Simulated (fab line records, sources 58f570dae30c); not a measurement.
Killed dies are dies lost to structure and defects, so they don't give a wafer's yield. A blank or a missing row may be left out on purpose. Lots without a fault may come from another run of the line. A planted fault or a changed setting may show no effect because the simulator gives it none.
Split-lot experiment | flow berkeley_cmos170 | 5 lots, 23 wafers read, on a route of 331 steps

THE SPLIT
At UCB170_M2_METAL_ETCH_18 (etches Al in Cl2/BCl3, stops on SiO2, target depth 1170 nm, time 195 s), the setting icp_w was moved away from the recipe's 600 W on 8 of the 23 wafers read, by -9.2% to +7.3%. The other wafers ran this setting at the recipe's value.

The reading is taken at the split's own step.

THE READING
KrF_of_M2_COAT_10.thk_nm (the simulator's own value, which no gauge read), in nm, at UCB170_M2_METAL_ETCH_18 (etches Al in Cl2/BCl3, stops on SiO2, target depth 1170 nm, time 195 s). The file gives no usual value for it. The 15 wafers here that ran the recipe average 204.3 nm, standard deviation 24 nm.

wafer  | tool, chamber at the split | icp_w as run, W | against the recipe | KrF_of_M2_COAT_10.thk_nm, nm | against lot-mates on the recipe
L076.1 | rie_metal-04, 0            | 600             | recipe             | 232.1                        | -
L076.3 | rie_metal-04, 1            | 600             | recipe             | 181.3                        | -
L076.4 | rie_metal-04, 0            | 600             | recipe             | 227.1                        | -
L075.1 | rie_metal-03, 1            | 600             | recipe             | 242                          | -
L075.2 | rie_metal-03, 0            | 635.5           | +5.9%              | 181.6                        | -48.0
L075.3 | rie_metal-03, 1            | 635.5           | +5.9%              | 203.4                        | -26.2
L075.4 | rie_metal-03, 0            | 635.5           | +5.9%              | 183.5                        | -46.1
L075.6 | rie_metal-03, 0            | 600             | recipe             | 217.2                        | -
L083.1 | rie_metal-03, 0            | 600             | recipe             | 222.4                        | -
L083.2 | rie_metal-03, 1            | 544.8           | -9.2%              | 285.5                        | +58.4
L083.3 | rie_metal-03, 1            | 544.8           | -9.2%              | 282.7                        | +55.6
L083.5 | rie_metal-03, 1            | 600             | recipe             | 234.5                        | -
L083.6 | rie_metal-03, 0            | 600             | recipe             | 224.3                        | -
L082.1 | rie_metal-02, 0            | 643.5           | +7.3%              | 151.8                        | -40.2
L082.3 | rie_metal-02, 0            | 600             | recipe             | 193.1                        | -
L082.4 | rie_metal-02, 1            | 643.5           | +7.3%              | 122                          | -70.1
L082.5 | rie_metal-02, 1            | 643.5           | +7.3%              | 126.2                        | -65.9
L082.6 | rie_metal-02, 0            | 600             | recipe             | 191                          | -
L085.1 | rie_metal-02, 0            | 600             | recipe             | 194.3                        | -
L085.2 | rie_metal-02, 1            | 600             | recipe             | 166.4                        | -
L085.3 | rie_metal-02, 1            | 600             | recipe             | 166.7                        | -
L085.4 | rie_metal-02, 0            | 600             | recipe             | 186                          | -
L085.5 | rie_metal-02, 0            | 600             | recipe             | 185.9                        | -

THE FIT
A straight line over all 23 wafers: KrF_of_M2_COAT_10.thk_nm changes by -7.72 nm for each +1% of icp_w; r = -0.81; the points scatter about the line by 25 nm.
The same after taking each lot's own level away (the mean of its wafers on the recipe; 23 wafers): -6.96 nm for each +1%; r = -0.92; scatter 13 nm.
On that fit, the largest move of icp_w shifts the reading by 64 nm.
The lots' own levels span 179.86 to 229.60 nm, that is 2.0 times the standard deviation above.
So the lot-to-lot level changes the slope: the two fits differ.
Check: with one of the wafers moved furthest among these (-9.2%) left out of the fit, the line predicts +64.1 nm for it against its lot-mates. It came out at +58.4 nm against them.

OTHER SPLITS ON THESE WAFERS
These wafers also went through other splits before the reading. Each is held against what the fit with the lots' levels taken away leaves over:
other split on the same wafers  | wafers away from the commonest value | r with KrF_of_M2_COAT_10.thk_nm (lot level and that fit taken away)
UCB170_CONTACT_COAT_04 spin_rpm | 11                                   | +0.18

THE FILE'S OWN FIT
KrF_of_M2_COAT_10.thk_nm changes by -6.89 nm for each +1% of icp_w, r = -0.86.
